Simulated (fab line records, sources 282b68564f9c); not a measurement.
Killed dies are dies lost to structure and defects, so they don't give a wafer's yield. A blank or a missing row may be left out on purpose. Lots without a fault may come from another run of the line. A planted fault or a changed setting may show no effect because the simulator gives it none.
fab line records | flow rit_cmos
record lots=5 wafers=23
route steps=202 shown M1@195
start_h: hours from the record's first day to the start of the lot's first wafer shown | wait_h: hours since the lot's step before | " the same as in the row above | L1.1+2: a row that stands for several wafers | - no value, or no start given | * or withheld: withheld | < > ~ a bound
route shown NAME@n: a module of which the file shows steps, and the number in the route of the first | usual: mean/standard deviation of fault-free wafers | same: alike in all rows | chamber/n: place in a boat | sites: the reading at each site | _std_site: their standard deviation | _edge_site: outer sites' mean less inner sites' | radius_mm: how far each site lies from the wafer's centre | mask NAME#n: copy n | behind: the tool/chamber that last shaped the wafer | hold: why the lot was held/for how many hours/how that ended | device: the transistor (n, p or np) that didn't switch | end of line: the same wafers' tests at the end of the route | a step without rows: its recipe alone | killed: dies lost to structure and defects at the first sort, not the wafer's yield | map: a wafer's dies, x killed, . not, _ none there
set.NAME: the setting as run; set.NAME@STEP: as run at that earlier step | model.NAME: the simulator's own value behind a step, which no gauge read
lots whose settings were changed on purpose; a table a step, a row a wafer
## steps
# step RIT_M1_HARDBAKE_11
# recipe resist=NOVOLAK temp_c=140 time_s=120
# columns lot.wafer tool chamber start_h wait_h set.temp_c set.resist_thk_nm@M1_COAT_04 model.NOVOLAK_of_M1_COAT_04.thk_nm
L074.1 litho_track-03 0 59.63 0.0 140 1300 -
L074.2+3 " 0 " " 140 1265 -
L074.4 " 0 " " 140 1300 1139
L074.5 " 0 " " 140 1265 1111
L081.1 litho_track-03 0 95.62 0.2 140 1300 -
L081.2 " 0 " " 138.7 1300 1141
L081.3 " 0 " " 140 1300 1139
L081.4 " 0 " " 138.7 1300 1142
L081.5 " 0 " " 138.7 1300 -
L083.1 litho_track-04 0 104.76 0.1 142.3 1300 -
L083.2 " 0 " " 142.3 1329 -
L083.3 " 0 " " 140 1329 -
L083.5 " 0 " " 140 1300 1137
L083.6 " 0 " " 142.3 1300 1133
L084.3 litho_track-01 0 111.08 0.1 140 1300 1138
L084.5+6 " 0 " " 140 1300 1135
L085.1 litho_track-03 0 116.15 0.0 136.1 1355 1192
L085.2 " 0 " " 136.1 1300 1142
L085.3 " 0 " " 136.1 1300 1146
L085.4 " 0 " " 140 1300 1138
L085.6 " 0 " " 140 1355 1186
# step RIT_M1_METAL_ETCH_12
# recipe stop_on=SiO2 chemistry=Cl2/BCl3 target=Al time_s=165 over_etch_frac=0.5 pressure_mtorr=100 target_depth_a=6000 rf_w=250 Cl2_flow_sccm=60 bcl3_flow_sccm=50
# step RIT_M1_STRIP_13
# recipe chemistry=nmp resist=NOVOLAK temp_c=80 time_s=600 dry=n2_spin
# step RIT_M1_ANNEAL_15
# recipe temp_c=450 time_s=1833 ambient=forming_gas_H2N2
# step RIT_M1_PROBE_99
# usual killed_at_contacts=0.1/0.3 killed_at_front_end=7/3 killed_dies=7/3 killed_open=3.3/1.9 killed_short=3.3/2
# same gross_dies=264 killed_at_M0_to_M3=0 killed_at_M4_up=0 killed_at_back_side=0 killed_at_other=0
# columns lot.wafer tool chamber start_h wait_h set.dev_temp_c@GATE_DEVELOP_15 set.energy_kev@PLDD_IMPLANT_08 killed_at_contacts killed_at_front_end killed_dies killed_open killed_short model.etest.pmos_turned.r_on_ohm_um model.etest.pmos_0p3.r_on_ohm_um model.etest.pmos_0p15.r_on_ohm_um model.etest.nmos_0p3.r_on_ohm_um model.etest.pldd.rs_ohm_sq model.etest.nmos_turned.drive_ua_um model.etest.nmos_0p15.drive_ua_um
L074.1 prober-01 - 62.15 0.1 20.33 19.61 0 3 3 1 2 2883 5845 2331 2002 459.6 404.5 556
L074.2 prober-01 - 62.20 0.1 23 19.61 0 5 5 1 4 3227 6142 2687 2091 461.8 371.1 473.1
L074.3 prober-01 - 62.25 0.2 20.33 20 1 1 2 2 0 2867 5689 2327 2025 464.7 409.5 560.5
L074.4 prober-01 - 62.30 0.2 20.33 20 0 8 8 3 5 2796 5743 2249 1982 448.9 410.6 558.4
L074.5 prober-01 - 62.35 0.2 23 19.61 0 5 5 1 4 3252 6237 2713 2123 476.6 353.3 462.3
L081.1 prober-02 - 98.14 0.1 23 19.13 0 9 9 5 4 2862 5859 2407 2113 360.4 386.3 490.3
L081.2 prober-02 - 98.19 0.1 20.55 19.13 0 7 7 5 2 2524 5558 2066 1979 362.3 463.7 597.4
L081.3 prober-02 - 98.24 0.2 20.55 20 0 3 3 3 0 2436 5406 2010 1959 330.8 466.1 601
L081.4 prober-02 - 98.29 0.2 23 20 0 7 7 6 1 2794 5789 2362 2046 340.6 411.5 505.4
L081.5 prober-02 - 98.34 0.2 23 20 0 4 4 3 1 2840 5803 2413 2123 347 393.6 495.1
L083.1 prober-02 - 107.28 0.1 20.26 20 1 8 9 4 5 2802 5823 2282 1983 448.4 421.1 565.3
L083.2 prober-02 - 107.33 0.1 23 20 0 7 7 5 2 3245 6303 2734 2124 448.4 373.9 476.2
L083.3 prober-02 - 107.38 0.2 23 18.87 0 11 11 5 6 3355 6494 2821 2123 507.2 372.2 472.5
L083.5 prober-02 - 107.48 0.2 20.26 18.87 0 6 6 1 5 3054 6043 2502 2014 489.4 406.4 536.4
L083.6 prober-02 - 107.53 0.2 23 18.87 0 8 8 7 1 3353 6310 2767 2080 499.5 374.8 479.6
L084.3 prober-01 - 113.60 0.2 23 20 0 10 10 6 4 3253 6093 2672 2140 465.1 337.2 473
L084.5 prober-01 - 113.70 0.2 23 20 0 11 11 8 3 3226 6015 2669 2136 478.7 336.8 475.6
L084.6 prober-01 - 113.75 0.2 23 20 0 11 11 5 6 3210 6022 2627 2099 465.2 339.6 475.6
L085.1 prober-02 - 118.66 0.1 23 19.29 0 4 4 3 1 3501 6194 2816 2114 611.9 346.2 498.1
L085.2 prober-02 - 118.71 0.1 20.46 20 0 9 9 1 1 3055 5950 2381 2040 578.2 381.5 585.6
L085.3 prober-02 - 118.76 0.2 23 19.29 1 2 3 1 2 3552 6324 2863 2163 604.7 340.3 483.9
L085.4 prober-02 - 118.81 0.2 20.46 19.29 0 3 3 3 0 3218 5944 2522 2004 612.8 362.3 546.8
L085.6 prober-02 - 118.91 0.2 20.46 20 0 11 11 8 3 3180 5941 2493 2037 570 368.7 554.1
# killed by level:class
L074.1 GATE:geometric_particle:short=2 SILICIDE:geometric_particle:open=1
L074.2 SILICIDE:geometric_particle:short=2 GATE:geometric_particle:short=1 REOX:geometric_particle:open=1 REOX:geometric_particle:short=1
L074.3 REOX:geometric_particle:open=1 CONTACT:geometric_particle:open=1
L074.4 REOX:geometric_particle:short=3 GATE:geometric_particle:open=2 GATE:geometric_particle:short=1 SPACER:geometric_particle:short=1 SILICIDE:geometric_particle:open=1
L074.5 REOX:geometric_particle:short=2 GATE:geometric_particle:open=1 SPACER:geometric_particle:short=1 SILICIDE:geometric_particle:short=1
L081.1 GATE:geometric_particle:open=4 FOX1:geometric_particle:short=1 FOX2:geometric_particle:short=1 GATE:geometric_particle:short=1 SPACER:geometric_particle:open=1 SILICIDE:geometric_particle:short=1
L081.2 GATE:geometric_particle:open=2 SILICIDE:geometric_particle:open=2 FOX2:geometric_particle:open=1 GATE:geometric_particle:short=1 SILICIDE:geometric_particle:short=1
L081.3 REOX:geometric_particle:open=1 SPACER:geometric_particle:open=1 SILICIDE:geometric_particle:open=1
L081.4 REOX:geometric_particle:open=2 SPACER:geometric_particle:open=2 FOX1:geometric_particle:open=1 SILICIDE:geometric_particle:short=1 SILICIDE:geometric_particle:open=1
L081.5 GATE:geometric_particle:open=1 GATE:geometric_particle:short=1 REOX:geometric_particle:open=1 SPACER:geometric_particle:open=1
L083.1 GATE:geometric_particle:short=3 SPACER:geometric_particle:open=2 GATE:geometric_particle:open=1 REOX:geometric_particle:short=1 SILICIDE:geometric_particle:open=1 CONTACT:geometric_particle:short=1
L083.2 REOX:geometric_particle:open=2 SILICIDE:geometric_particle:open=2 GATE:geometric_particle:open=1 GATE:geometric_particle:short=1 REOX:geometric_particle:short=1
L083.3 GATE:geometric_particle:short=3 SILICIDE:geometric_particle:open=3 SILICIDE:geometric_particle:short=2 FOX1:geometric_particle:short=1 GATE:geometric_particle:open=1 SPACER:geometric_particle:open=1
L083.5 GATE:geometric_particle:short=3 FOX1:geometric_particle:open=1 FOX1:geometric_particle:short=1 SILICIDE:geometric_particle:short=1
L083.6 GATE:geometric_particle:open=3 FOX2:geometric_particle:open=2 SILICIDE:geometric_particle:open=2 GATE:geometric_particle:short=1
L084.3 SILICIDE:geometric_particle:open=4 FOX1:geometric_particle:short=2 REOX:geometric_particle:open=2 SPACER:geometric_particle:short=2
L084.5 SPACER:geometric_particle:open=4 SILICIDE:geometric_particle:open=2 FOX2:geometric_particle:open=1 GATE:geometric_particle:short=1 GATE:geometric_particle:open=1 SPACER:geometric_particle:short=1 SILICIDE:geometric_particle:short=1
L084.6 GATE:geometric_particle:short=2 SPACER:geometric_particle:short=2 SPACER:geometric_particle:open=2 SILICIDE:geometric_particle:open=2 FOX1:geometric_particle:short=1 FOX1:geometric_particle:open=1 SILICIDE:geometric_particle:short=1
L085.1 GATE:geometric_particle:open=2 REOX:geometric_particle:short=1 REOX:geometric_particle:open=1
L085.2 GATE:area_develop=7 FOX2:geometric_particle:short=1 SILICIDE:geometric_particle:open=1
L085.3 FOX2:geometric_particle:short=1 GATE:geometric_particle:short=1 CONTACT:geometric_particle:open=1
L085.4 REOX:geometric_particle:open=3
L085.6 GATE:geometric_particle:open=3 SPACER:geometric_particle:open=2 SILICIDE:geometric_particle:open=2 FOX1:geometric_particle:short=1 FOX1:geometric_particle:open=1 GATE:geometric_particle:short=1 SILICIDE:geometric_particle:short=1
## key
split step=RIT_M1_HARDBAKE_11 setting=temp_c stated=140 by=wafer
response none clear
split outside_this_file step=RIT_GATE_DEVELOP_15 setting=dev_temp_c
split outside_this_file step=RIT_PLDD_IMPLANT_08 setting=energy_kev
split outside_this_file step=RIT_M1_COAT_04 setting=resist_thk_nm
# split outside_this_file: this setting was split too, and the file shows its column; the key of that split is in another file
